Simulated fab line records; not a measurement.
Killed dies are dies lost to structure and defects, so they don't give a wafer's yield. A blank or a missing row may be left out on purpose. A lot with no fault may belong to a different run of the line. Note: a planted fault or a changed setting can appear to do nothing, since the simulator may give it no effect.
One fault seen from 2 desks | flow berkeley_cmos170 | every desk sees just its own numbers, and what lay behind them comes last

## TOOL OWNER'S DESK, implanter-01
For each lot that ran on this tool, the mean over its sampled wafers that have a number, from the tool's own readings at UCB170_PWELL_IMPLANT_15. If a lot's mean is further than 4 standard deviations from the usual mean, the lot is out of limits and carries the mark OUT (the distance appears in the brackets).
Columns: A = beam_energy_keV at UCB170_PWELL_IMPLANT_15, usual 60.005; B = beam_on_s at UCB170_PWELL_IMPLANT_15, usual 10.03 s; C = end_station_pressure_torr at UCB170_PWELL_IMPLANT_15, usual 5.02e-06 Torr
lot  | first seen here | A                        | B     | C
L258 | day 3 12:29     | 60.035                   | 10.06 | 5.01e-06
L262 | day 4 13:39     | 60.012                   | 10.05 | 5.23e-06
L268 | day 5 12:01     | 62.414 (+99 or more) OUT | 9.89  | 5.04e-06
L271 | day 6 02:44     | 62.390 (+99 or more) OUT | 10.10 | 4.95e-06
Finding of this desk: L268, L271 out of limits; the first was L268 at day 5 12:01, on beam_energy_keV at UCB170_PWELL_IMPLANT_15. L258, L262 stayed within limits.

## THE METROLOGY DESK
Means of the sampled wafers that have a number, per lot and without regard to the tool the lot ran on: this is what the gauges read. If a lot's mean is further than 4 standard deviations from the usual mean, the lot is out of limits and carries the mark OUT (the distance appears in the brackets).
Columns: A = PWELL_OXIDE_THK at UCB170_PWELL_THK_MEAS_03, usual 26.3 nm; B = PWELL_NITRIDE_THK at UCB170_PWELL_THK_MEAS_06, usual 220.5 nm; C = PWELL_OVL at UCB170_PWELL_OVL_MEAS_13, usual -4 nm
lot  | first seen here | A    | B     | C
L258 | day 3 03:38     | 26.3 | 222.9 | -5
L262 | day 4 06:27     | 26.6 | 221.6 | -9
L268 | day 5 03:40     | 25.8 | 220.4 | -5
L271 | day 5 18:41     | 26.1 | 218.9 | -1
L273 | day 6 10:23     | 26.8 | 220.0 | -6
L275 | day 6 16:30     | 25.8 | 219.4 | -4
This desk found nothing out of limits on any of the 6 lots.

## BROUGHT TOGETHER
At day 5 12:01, on L268, L271, the tool owner's desk was in a position to raise an alarm.
From the metrology desk's view, nothing was out of limits.
The metrology desk has L268, L271 on record, within its limits.
On implanter-01, each named lot ran UCB170_PWELL_IMPLANT_15.

## WHAT HAD BEEN PUT IN BY THE SIMULATOR
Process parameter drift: implanter-01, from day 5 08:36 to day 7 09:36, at UCB170_PWELL_IMPLANT_15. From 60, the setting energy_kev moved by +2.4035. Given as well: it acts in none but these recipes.
Struck lots among those shown: L268, L271.
Each desk's first reading out of limits, in hours after the fault started: the tool owner's desk, 3.
